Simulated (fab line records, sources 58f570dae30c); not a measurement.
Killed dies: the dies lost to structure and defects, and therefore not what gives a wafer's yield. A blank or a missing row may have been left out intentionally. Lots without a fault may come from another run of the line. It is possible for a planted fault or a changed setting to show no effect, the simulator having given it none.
What tool caused it? | flow berkeley cmos170 | 14 lots, 42 wafers sampled, at 6 steps of a route of 331

WHAT THE GAUGES SHOWED, per wafer
UCB170_PSD_TW_MEAS_10.
lot  | measured     | on            | PSD_TW
L985 | day 7 17:05  | film metro-02 | 2335 2335 2339
L988 | day 8 09:56  | film metro-02 | 2343 2347 2347
L989 | day 8 10:02  | film metro-04 | 2332 2314 2325
L987 | day 8 10:14  | film metro-04 | 2317 2308 2324
L991 | day 8 18:43  | film metro-01 | 2324 2321 2291
L992 | day 8 18:49  | film metro-04 | 2312 2325 2316
L990 | day 8 19:16  | film metro-01 | 2296 2294 2301
L993 | day 9 10:59  | film metro-04 | 2321 2315 2315
L995 | day 10 02:39 | film metro-01 | 2305 2302 2291
L994 | day 10 02:47 | film metro-04 | 2318 2319 2317
L100 | day 11 02:59 | film metro-01 | 2303 2311 2303
L105 | day 12 02:12 | film metro-02 | 2369 2348 2366
L107 | day 12 02:47 | film metro-02 | 2365 2347 2348
L104 | day 12 09:44 | film metro-04 | 2308 2312 2314

UCB170_M1_CD_MEAS_09: target cd 700 nm.
lot  | measured     | on        | cd nm (nm)
L985 | day 8 07:47  | cd sem-02 | 698.4 698.0 698.7
L988 | day 8 20:52  | cd sem-02 | 701.2 700.5 700.1
L989 | day 8 21:56  | cd sem-01 | 701.6 701.9 701.1
L987 | day 9 00:20  | cd sem-01 | 702.4 700.6 698.9
L991 | day 9 07:16  | cd sem-01 | 699.8 698.3 699.4
L992 | day 9 08:28  | cd sem-02 | 700.0 699.8 699.5
L990 | day 9 10:23  | cd sem-02 | 699.5 698.1 700.0
L993 | day 10 00:05 | cd sem-02 | 700.3 702.5 700.1
L995 | day 10 18:41 | cd sem-02 | 699.9 700.0 700.2
L994 | day 10 18:55 | cd sem-02 | 700.8 700.2 700.0
L100 | day 11 17:51 | cd sem-01 | 678.8 677.7 677.5 678.4 677.9 677.5
L105 | day 12 15:41 | cd sem-02 | 700.9 701.3 701.3
L107 | day 12 16:56 | cd sem-01 | 700.7 701.0 701.6
L104 | day 12 20:03 | cd sem-01 | 685.3 685.1 686.6 685.5 685.1 686.6

UCB170_V1_CD_MEAS_12: target cd 700 nm.
lot  | measured     | on        | cd nm (nm)
L985 | day 8 15:56  | cd sem-01 | 699.9 701.0 700.2
L988 | day 9 04:32  | cd sem-01 | 701.5 704.2 703.7
L989 | day 9 04:49  | cd sem-01 | 696.9 695.2 697.3
L987 | day 9 05:00  | cd sem-01 | 701.1 703.6 701.7
L991 | day 9 14:43  | cd sem-01 | 701.8 701.5 701.3
L992 | day 9 15:05  | cd sem-02 | 699.6 700.4 699.8
L990 | day 9 16:02  | cd sem-01 | 702.3 701.6 702.7
L993 | day 10 06:50 | cd sem-02 | 701.0 700.2 700.0
L995 | day 11 00:26 | cd sem-01 | 699.0 700.0 698.9
L994 | day 11 01:43 | cd sem-02 | 698.3 697.8 698.6
L100 | day 12 12:22 | cd sem-02 | 703.6 702.8 702.6
L105 | day 12 19:25 | cd sem-02 | 698.5 699.7 701.4
L107 | day 12 22:10 | cd sem-01 | 700.5 701.7 701.4
L104 | day 13 08:49 | cd sem-02 | 700.4 700.5 700.9

TOOL THAT RAN EACH LOT (tool first, then ch and the chambers of the sampled wafers, then the start)
lot  | UCB170_CONTACT_ETCH_18                        | UCB170_M1_COAT_04                 | UCB170_M1_STRIP_13
L985 | rie diel-04 ch 1,2,3, day 8 06:00 or earlier  | litho track-01 ch 0, day 8 06:00  | plasma asher-04 ch 0,1, day 8 08:06
L988 | rie diel-04 ch 0,1,2, day 8 19:00 or earlier  | litho track-01 ch 0, day 8 19:00  | plasma asher-01 ch 0,1, day 8 21:20
L989 | rie diel-02 ch 0,2,3, day 8 20:00 or earlier  | litho track-04 ch 0, day 8 20:00  | plasma asher-04 ch 0,1, day 8 22:15
L987 | rie diel-02 ch 0,1,2, day 8 23:00 or earlier  | litho track-03 ch 0, day 8 23:00  | plasma asher-01 ch 0,1, day 9 00:39
L991 | rie diel-02 ch 0,1,3, day 9 06:00 or earlier  | litho track-01 ch 0, day 9 06:00  | plasma asher-04 ch 0,1, day 9 07:35
L992 | rie diel-04 ch 0,1,2, day 9 07:00 or earlier  | litho track-04 ch 0, day 9 07:00  | plasma asher-04 ch 0,1, day 9 08:56
L990 | rie diel-03 ch 1,2,3, day 9 08:00 or earlier  | litho track-03 ch 0, day 9 08:00  | plasma asher-04 ch 0,1, day 9 10:43
L993 | rie diel-04 ch 0,2,3, day 9 23:00 or earlier  | litho track-04 ch 0, day 9 23:00  | plasma asher-01 ch 0,1, day 10 00:25
L995 | rie diel-03 ch 0,1,2, day 10 17:00 or earlier | litho track-01 ch 0, day 10 17:00 | plasma asher-04 ch 0,1, day 10 19:02
L994 | rie diel-02 ch 1,2,3, day 10 18:00 or earlier | litho track-03 ch 0, day 10 18:00 | plasma asher-01 ch 0,1, day 10 19:14
L100 | rie diel-03 ch 2,3, day 11 16:00 or earlier   | litho track-03 ch 0, day 11 16:00 | plasma asher-03 ch 0,1, day 12 03:25
L105 | rie diel-03 ch 0,3, day 12 14:00 or earlier   | litho track-01 ch 0, day 12 14:00 | plasma asher-01 ch 0,1, day 12 16:01
L107 | rie diel-03 ch 0,3, day 12 15:00 or earlier   | litho track-04 ch 0, day 12 15:00 | plasma asher-04 ch 0,1, day 12 17:23
L104 | rie diel-02 ch 0,2, day 12 19:00 or earlier   | litho track-03 ch 0, day 12 19:00 | plasma asher-04 ch 0,1, day 13 00:55
- UCB170_CONTACT_ETCH_18: etches PSG in CHF3/CF4/Ar, stops on TiSi2, target depth 840 nm, time 195 s.
- UCB170_M1_COAT_04: resist thk 900 nm.
- UCB170_M1_STRIP_13: strips in O2.

AS READ BY THE TOOLS THEMSELVES (means over the sampled wafers that have a number; for cases with no such wafer, the mark the record gives instead)
UCB170_CONTACT_ETCH_18.
lot  | tool        | chamber pressure mTorr (mTorr) | drypump motor current A (A) | oes product au (a.u.) | throttle valve pct (%)
L985 | rie diel-04 | 199.97                         | 5.9                         | 0.874                 | 6.86
L988 | rie diel-04 | 200.03                         | 5.8                         | 0.891                 | 6.82
L989 | rie diel-02 | 199.96                         | 5.2                         | 0.899                 | 6.87
L987 | rie diel-02 | 200.08                         | 5.2                         | 0.905                 | 6.89
L991 | rie diel-02 | 199.95                         | 5.1                         | 0.899                 | 6.86
L992 | rie diel-04 | 200.04                         | 5.8                         | 0.893                 | 6.83
L990 | rie diel-03 | 200.13                         | 5.9                         | 0.903                 | 6.93
L993 | rie diel-04 | 199.99                         | 5.5                         | 0.875                 | 6.85
L995 | rie diel-03 | 200.00                         | 5.9                         | 0.892                 | 6.87
L994 | rie diel-02 | 199.92                         | 5.1                         | 0.902                 | 6.92
L100 | rie diel-03 | 199.98                         | 6.2                         | 0.886                 | 6.90
L105 | rie diel-03 | 200.04                         | 6.2                         | 0.902                 | 6.98
L107 | rie diel-03 | 199.98                         | 6.2                         | 0.911                 | 7.03
L104 | rie diel-02 | 200.00                         | 5.3                         | 0.913                 | 6.83

UCB170_M1_COAT_04.
lot  | tool           | exhaust pa (Pa) | resist line temp C (C)
L985 | litho track-01 | 45.3            | 23.05
L988 | litho track-01 | 44.4            | 23.14
L989 | litho track-04 | 45.6            | 23.04
L987 | litho track-03 | 45.1            | 22.98
L991 | litho track-01 | 45.5            | 23.02
L992 | litho track-04 | 45.5            | 22.98
L990 | litho track-03 | 45.4            | 23.09
L993 | litho track-04 | 43.1            | 23.09
L995 | litho track-01 | 44.4            | 23.06
L994 | litho track-03 | 46.4            | 22.84
L100 | litho track-03 | 44.9            | 22.95
L105 | litho track-01 | 45.9            | 23.06
L107 | litho track-04 | 45.1            | 23.15
L104 | litho track-03 | 45.1            | 23.05

UCB170_M1_STRIP_13.
lot  | tool            | chamber pressure mTorr (mTorr) | drypump motor current A (A) | oes product au (a.u.)
L985 | plasma asher-04 | 3504                           | 5.1                         | 0.728
L988 | plasma asher-01 | 3502                           | 6.1                         | 0.720
L989 | plasma asher-04 | 3500                           | 5.1                         | 0.718
L987 | plasma asher-01 | 3498                           | 6.1                         | 0.719
L991 | plasma asher-04 | 3501                           | 5.1                         | 0.720
L992 | plasma asher-04 | 3505                           | 5.1                         | 0.724
L990 | plasma asher-04 | 3499                           | 5.2                         | 0.722
L993 | plasma asher-01 | 3501                           | 6.1                         | 0.721
L995 | plasma asher-04 | 3497                           | 5.1                         | 0.720
L994 | plasma asher-01 | 3503                           | 6.1                         | 0.724
L100 | plasma asher-03 | 3498                           | 4.8                         | 0.354
L105 | plasma asher-01 | 3502                           | 6.1                         | 0.719
L107 | plasma asher-04 | 3498                           | 5.2                         | 0.718
L104 | plasma asher-04 | 3504                           | 5.1                         | 0.344

THE ANSWER, worked out from the rows above alone
Rule: usual is defined by the lots themselves. The widest of any qualifying gaps counts: lots, ordered by their means at a reading, are off when they make up no more than a third of the lots, leave a main group of 4 or more, and stand apart from it by 3 or more times the standard deviation of that group's means. The tables above print the reading to a certain number of digits; a main group whose means all agree to those digits is not used. Also off: a lot with no number at a reading for which 4 or more lots have one. Any other lot the step has rows for is counted as sound. After the gauges, taken in route order, come the tools' own readings; for these a lot's mean is taken, as printed above. The first step at which some lot is off is used, and at that step the reading that is off furthest; a lot without a number counts as furthest.
Off, at UCB170_M1_CD_MEAS_09 on cd nm: L100, L104. Mean 700.2 nm and standard deviation 0.92 in the main group.
If a tool, at a process step before that reading, ran all the lots that are off and no sound lot after the first of them, it fits. Not tried: the gauges at UCB170_M1_CD_MEAS_09; whatever is off there is also off at UCB170_M1_STRIP_13, on other tools, and gauge error can't account for it. Because UCB170_CONTACT_ETCH_18 lacks a start for some lots, the hours and order of its lots are taken from UCB170_M1_COAT_04. One fits: litho track-03 at UCB170_M1_COAT_04. A fault onset in the window from L994 (day 10 18:00, its last sound lot) to L100 (day 11 16:00, its first lot off) fits.

WHAT THE SIMULATOR HAD PUT IN
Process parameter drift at UCB170_M1_COAT_04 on litho track-03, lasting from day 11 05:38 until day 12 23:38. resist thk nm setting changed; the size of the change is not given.
Struck lots among those shown: L100, L104. Same finding as the rule above.
